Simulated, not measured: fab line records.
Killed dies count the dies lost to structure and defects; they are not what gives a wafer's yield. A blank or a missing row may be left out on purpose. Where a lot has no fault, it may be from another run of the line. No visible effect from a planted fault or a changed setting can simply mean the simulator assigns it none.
The same fault as seen by 2 desks	flow berkeley cmos170	each desk has only its own numbers; what lay behind them comes last

THE TOOL OWNER'S DESK: rie diel-02
The tool's own readings at UCB170_NWELL_ETCH_13 (etches Si3N4 in CH3F/Ar/O2, stops on SiO2, target depth 246.4 nm, time 154 s): means of the sampled wafers that have a number, for each lot that ran on this tool. The brackets show how far a lot's mean lies from the usual mean; more than 4 standard deviations puts the lot out of limits, marked OUT.
Columns: A = chamber pressure mTorr at UCB170_NWELL_ETCH_13, usual 50.00 mTorr; B = drypump motor current A at UCB170_NWELL_ETCH_13, usual 5.5 A; C = oes product au at UCB170_NWELL_ETCH_13, usual 0.925 a.u.; D = throttle valve pct at UCB170_NWELL_ETCH_13, usual 8.10 %
lot	first seen here	A	B	C	D
L415	day 3 13:22	50.00	5.5	0.915	8.06
L416	day 3 22:55	50.01	5.6	0.915	8.02
L422	day 5 02:04	50.01	5.5	0.929	8.03
Result from this desk: across the 3 lots, nothing is out of limits.

METROLOGY DESK
Means of the sampled wafers that have a number, per lot and without regard to the tool the lot ran on: this is what the gauges read. The brackets show how far a lot's mean lies from the usual mean; more than 4 standard deviations puts the lot out of limits, marked OUT.
Columns: A = START_OXIDE_THK at UCB170_START_THK_MEAS_03, usual 20.3 nm; B = PWELL_OXIDE_THK at UCB170_PWELL_THK_MEAS_03, usual 26.6 nm; C = WELLDRIVE_OXIDE_THK at UCB170_WELLDRIVE_THK_MEAS_02, usual 201 nm
lot	first seen here	A	B	C
L409	day 1 14:41	20.3	26.7	207
L410	day 1 21:31	20.5	26.8	201
L411	day 2 02:42	20.2	27.0	201
L412	day 2 02:44	20.7	26.6	206
L413	day 2 12:31	20.7	26.9	201
L415	day 2 18:07	20.2	27.4	205
L416	day 3 02:51	20.5	27.0	206
L422	day 4 08:40	20.0	26.6	197
L424	day 4 19:17	20.4	26.8	202
L426	day 5 04:28	20.1	26.2	198
L427	day 5 08:37	20.0	26.5	199
L429	day 5 16:22	19.9	26.2	193
L430	day 6 03:23	20.3	26.4	200
Result from this desk: across the 13 lots, nothing is out of limits.

TAKEN TOGETHER
The desk of the tool owner found nothing out of limits.
Nothing out of limits was seen by the metrology desk.

WHAT THE SIMULATOR HAD INSERTED
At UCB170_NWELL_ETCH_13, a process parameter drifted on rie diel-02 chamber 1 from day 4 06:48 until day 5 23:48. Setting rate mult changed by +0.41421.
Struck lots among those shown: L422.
